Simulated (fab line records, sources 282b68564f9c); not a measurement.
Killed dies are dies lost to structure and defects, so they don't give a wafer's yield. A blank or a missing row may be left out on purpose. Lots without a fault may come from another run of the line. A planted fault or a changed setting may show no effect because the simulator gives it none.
Which tool did it? | flow rit_cmos | 6 lots, 18 wafers sampled, at 2 steps of a route of 202

WHAT THE GAUGES READ, wafer by wafer
RIT_GATE_THK_MEAS_09.
lot  | measured    | on            | GATE_POLY_THK (nm)
L346 | day 2 19:59 | film_metro-02 | 246.8 248.3 249.8
L348 | day 3 03:28 | film_metro-01 | 250.8 251.2 251.7
L352 | day 4 04:32 | film_metro-02 | 251.4 253.0 251.7
L360 | day 5 16:56 | film_metro-01 | 253.3 253.5 254.8
L365 | day 6 19:49 | film_metro-03 | 249.1 250.8 250.8
L367 | day 7 03:31 | film_metro-01 | 249.4 249.6 248.0

WHICH TOOL RAN EACH LOT (tool, then ch and the chambers of the sampled wafers, then the start)
lot  | RIT_GATE_CVD_08
L346 | lpcvd-01 ch 1, day 2 18:22
L348 | lpcvd-01 ch 1, day 3 01:51
L352 | lpcvd-02 ch 1, day 4 02:55
L360 | lpcvd-02 ch 1, day 5 15:19
L365 | lpcvd-02 ch 1, day 6 18:11
L367 | lpcvd-01 ch 1, day 7 01:54
- RIT_GATE_CVD_08: deposits poly-Si from SiH4, target thk 250 nm, time 2220 s.

THE ANSWER, worked out from the rows above alone
Rule: what is usual is taken from the lots themselves. Put in order of their means at a reading, lots are off if they are a third of the lots or fewer, leave a main group of 4 or more, and stand apart from it by a gap of 3 or more times the standard deviation of the main group's means; of several such gaps the widest counts. A main group whose means are all the same, to the digits that the tables above print for the reading, isn't used. A lot without any number at a reading at which 4 lots or more have one is off too. The other lots that the step has rows for count as sound.
No lot is off at any reading shown: from this, nothing can be told.

WHAT THE SIMULATOR HAD PUT IN
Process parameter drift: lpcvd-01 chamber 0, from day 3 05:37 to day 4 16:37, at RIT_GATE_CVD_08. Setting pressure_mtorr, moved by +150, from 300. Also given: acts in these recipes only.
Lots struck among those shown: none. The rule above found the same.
